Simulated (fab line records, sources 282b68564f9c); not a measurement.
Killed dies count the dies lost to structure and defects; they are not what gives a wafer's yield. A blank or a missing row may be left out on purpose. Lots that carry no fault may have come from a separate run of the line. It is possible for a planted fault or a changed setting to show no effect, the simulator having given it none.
A struck lot beside a sound one + flow ritCmos + 17 out of 202 route steps
Sound: wafers L331.1, L331.3, L331.4. Struck: wafer L342.6 (L342.1, L342.5, from the same lot, were not struck and are left out); the cause is given at the end.
Per side, at each step with rows, come the tool, then ch with its chambers, and then its first start. Under that, the readings that differ: sound wafers + struck wafers + difference of the means + sigmas: that difference in standard deviations of wafers without a fault.
alike: words and numbers the same on both sides, and readings whose means are apart by under 2 such deviations; not compared: readings that were withheld, readings missing a value for some wafer, numbers with overlapping values and no deviation given by the record, and bounds like >300 which may hide the same value.
The two part at a step that has a row with sigmas, a row that says differs or no value, or rows on one side only. Numbers that don't overlap but have no deviation are shown without sigmas and don't part them. A reading that every wafer of one side lacks parts them only if that side has two wafers or more.

first, 1 step without rows for these wafers: RIT_PSD_IMPLANT_08.
RIT_PSD_STRIP_09: strips in O2, time 180 s.
  sound on plasmaAsher-02 ch 0,1, day 3 13:14; struck on plasmaAsher-02 ch 1, day 5 22:18
  alike: drypumpMotorCurrentA
  not compared: rfHoursCounterH
RIT_PSD_TW_MEAS_10:
  sound on filmMetro-01, day 3 13:25; struck on filmMetro-01, day 5 22:28
  alike: PSD_TW
then, 3 steps without rows for these wafers: RIT_SDANNEAL_CLEAN_00 (cleans in SC1, time 600 s); RIT_SDANNEAL_CLEAN_01 (cleans in dHF, time 30 s); RIT_SDANNEAL_CLEAN_02 (cleans in SC2, time 600 s).
RIT_SDANNEAL_RTA_03: time 5 s.
  sound on rtpAnneal-01 ch 0, day 3 13:55; struck on rtpAnneal-01 ch 0, day 5 22:54
| reading          | sound                | struck | difference | sigmas |
|------------------|----------------------|--------|------------|--------|
| wafer_temp_C_max | 1053.5 1052.5 1053.0 | 1056.8 | +3.8       | +3     |
RIT_SDANNEAL_RS_MEAS_04: measures by four-point-probe.
  sound on filmMetro-02, day 3 13:58; struck on filmMetro-03, day 5 22:58
  alike: PSD_RS
RIT_SDANNEAL_RS_MEAS_05: measures by four-point-probe.
  sound on filmMetro-02, day 3 14:05; struck on filmMetro-03, day 5 23:05
  alike: NSD_RS
RIT_SDANNEAL_RS_MEAS_06: measures by four-point-probe.
  sound on filmMetro-02, day 3 14:13; struck on filmMetro-03, day 5 23:12
  alike: PLDD_RS
RIT_SDANNEAL_RS_MEAS_07: measures by four-point-probe.
  sound on filmMetro-02, day 3 14:20; struck on filmMetro-03, day 5 23:19
  alike: NLDD_RS
then, 1 step without rows for these wafers: RIT_SILICIDE_WET_ETCH_00 (etches SiO2 in BOE, target depth 14 nm, time 15 s).
RIT_SILICIDE_SPUTTER_01: material Ti, target thk 30 nm, time 240 s.
  sound on pvdSputter-03, day 3 14:28; struck on pvdSputter-03, day 5 23:27
| reading                                    | sound            | struck | difference | sigmas |
|--------------------------------------------|------------------|--------|------------|--------|
| model.Ti_of_SILICIDE_SPUTTER_01.thkNm (nm) | 29.8 30.04 29.81 | 31.44  | +1.56      |        |
  alike: throttleValvePct
RIT_SILICIDE_RS_MEAS_02: measures by four-point-probe.
  sound on filmMetro-03, day 3 14:37; struck on filmMetro-04, day 5 23:36
| reading                 | sound          | struck | difference | sigmas |
|-------------------------|----------------|--------|------------|--------|
| SILICIDE_TI_RS (ohm/sq) | 48.4 47.8 48.2 | 45.1   | -3.0       | -5     |
RIT_SILICIDE_THK_MEAS_03: measures by xrf.
  sound on filmMetro-03, day 3 14:44; struck on filmMetro-04, day 5 23:43
| reading              | sound          | struck | difference | sigmas |
|----------------------|----------------|--------|------------|--------|
| SILICIDE_TI_THK (nm) | 29.7 29.9 29.6 | 31.7   | +2.0       | +6     |
RIT_SILICIDE_RTA_04: time 10 s, ramp up 5 s, ramp down 5 s.
  sound on rtpAnneal-01 ch 0, day 3 14:47; struck on rtpAnneal-02 ch 0, day 5 23:47
  alike: wafer_temp_C_max
RIT_M1_PROBE_99:
  sound on prober-02, day 3 21:20; struck on prober-01, day 6 06:43
| reading                           | sound             | struck | difference | sigmas |
|-----------------------------------|-------------------|--------|------------|--------|
| model.etest.contactPplus.endOhmUm | 44.18 44.28 44.26 | 43.82  | -0.42      |        |
| model.etest.contactNplus.endOhmUm | 41.37 41.16 40.3  | 41.87  | +0.93      |        |
| model.etest.npolyLine.rsOhmSq     | 17.17 17.08 17.23 | 16.32  | -0.84      |        |
| model.etest.ppolyLine.rsOhmSq     | 16.65 16.57 16.76 | 15.91  | -0.75      |        |
| model.etest.npolySal.rsOhmSq      | 4.414 4.343 4.389 | 4.181  | -0.201     |        |
| model.etest.ppolySal.rsOhmSq      | 4.353 4.341 4.374 | 4.138  | -0.218     |        |
| model.etest.pplusSal.rsOhmSq      | 4.364 4.274 4.379 | 4.119  | -0.220     |        |
| model.etest.nplusSal.rsOhmSq      | 4.322 4.288 4.354 | 4.111  | -0.210     |        |
  alike: killedAtContacts, killedAtFrontEnd, killedDies, killedOpen, killedShort

== WHERE THEY PART ==
At RIT_SDANNEAL_RTA_03 first; at RIT_SILICIDE_THK_MEAS_03 last (within this record only). Later steps at which nothing parts them and some readings are alike: RIT_SILICIDE_RTA_04, RIT_M1_PROBE_99.

WHY: whatever the simulator had introduced
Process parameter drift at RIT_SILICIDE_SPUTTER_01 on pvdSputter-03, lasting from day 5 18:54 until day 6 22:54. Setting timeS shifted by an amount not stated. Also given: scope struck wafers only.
